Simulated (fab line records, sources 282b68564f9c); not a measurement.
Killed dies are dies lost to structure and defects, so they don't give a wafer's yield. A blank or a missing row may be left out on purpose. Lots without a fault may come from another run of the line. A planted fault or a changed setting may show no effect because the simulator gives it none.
A struck lot beside a sound one | flow rit_cmos | 18 steps out of a route of 202
Sound: wafers L991.2, L991.4, L991.5. Struck: wafers L997.2, L997.3, L997.4. The cause comes at the end.
At each step with rows: each side's tool, then ch and its chambers, then its first start. Under that, the readings that differ: sound wafers | struck wafers | difference of the means | sigmas: that difference in standard deviations of wafers without a fault.
alike: readings whose means differ by less than 2 such deviations, and words and numbers that are the same on both sides. not compared: withheld readings, readings that some wafer has no value for, bounds like >300 that may hide the same value, and numbers for which the record gives no deviation and whose values overlap.
The two part at a step that has a row with sigmas, a row that says differs or no value, or rows on one side only. Numbers that don't overlap but have no deviation are shown without sigmas and don't part them. A reading that every wafer of one side lacks parts them only if that side has two wafers or more.

first, 1 step without rows for these wafers: RIT_GATE_HARDBAKE_18 (time 60 s).
RIT_GATE_ETCH_19: etches poly-Si in SF6/CHF3/O2, stops on SiO2, time 165 s, target depth 312.5 nm.
  sound on rie_si-01 ch 0,3, day 2 17:13; struck on rie_si-01 ch 1,2,3, day 3 20:32
  alike: drypump_motor_current_A, oes_product_au, throttle_valve_pct
  not compared: rf_hours_counter_h
RIT_GATE_STRIP_20: strips in O2, time 180 s.
  sound on plasma_asher-02 ch 0,1, day 2 17:20; struck on plasma_asher-01 ch 0,1, day 3 20:38
  alike: drypump_motor_current_A, o2_flow_sccm
  not compared: rf_hours_counter_h
RIT_GATE_CD_MEAS_90: target cd 150 nm.
  sound on cd_sem-01, day 2 17:31; struck on cd_sem-01, day 3 20:50
  alike: cd_nm
then, 4 steps without rows for these wafers: RIT_REOX_CLEAN_00 (cleans in SC1, time 600 s); RIT_REOX_CLEAN_01 (cleans in dHF, time 30 s); RIT_REOX_CLEAN_02 (cleans in SC2, time 600 s); RIT_REOX_OXIDATION_03 (target thk 25.2 nm, ox time 5580 s).
RIT_REOX_THK_MEAS_04:
  sound on film_metro-04, day 2 20:37; struck on film_metro-03, day 3 23:56
  alike: REOX_OXIDE_THK
then, 3 steps without rows for these wafers: RIT_NLDD_HMDS_00 (prime time 60 s); RIT_NLDD_COAT_01 (resist thk 1000 nm); RIT_NLDD_SOFTBAKE_02 (time 60 s).
RIT_NLDD_EXPOSE_03: exposes mask M7, target cd 40700 nm.
  sound on iline_stepper-01 ch 0, day 2 21:16; struck on iline_stepper-01 ch 0, day 4 00:27
  reading                      | sound                      | struck            | difference | sigmas
  model.NLDD.overlay_x_nm (nm) | -0.05372 -0.05372 -0.05372 | 6.572 6.572 6.572 | +6.626     |
  alike: mask
then, 2 steps without rows for these wafers: RIT_NLDD_PEB_04; RIT_NLDD_DEVELOP_05 (develop time 50 s).
RIT_NLDD_OVL_MEAS_06:
  sound on overlay-02, day 2 21:38; struck on overlay-01, day 4 00:50
  reading       | sound         | struck      | difference | sigmas
  NLDD_OVL (nm) | 0.2 -1.5 -2.5 | 5.5 6.5 6.5 | +7.4       | +5
then, 1 step without rows for these wafers: RIT_NLDD_HARDBAKE_07 (time 60 s).
RIT_M1_PROBE_99:
  sound on prober-01, day 3 13:35; struck on prober-01, day 4 17:02
  alike: killed_at_front_end, killed_dies, killed_open, killed_short

WHERE THEY PART
Only at RIT_NLDD_OVL_MEAS_06, within this record. Later steps at which nothing parts them and some readings are alike: RIT_M1_PROBE_99.

WHY: what the simulator had put in
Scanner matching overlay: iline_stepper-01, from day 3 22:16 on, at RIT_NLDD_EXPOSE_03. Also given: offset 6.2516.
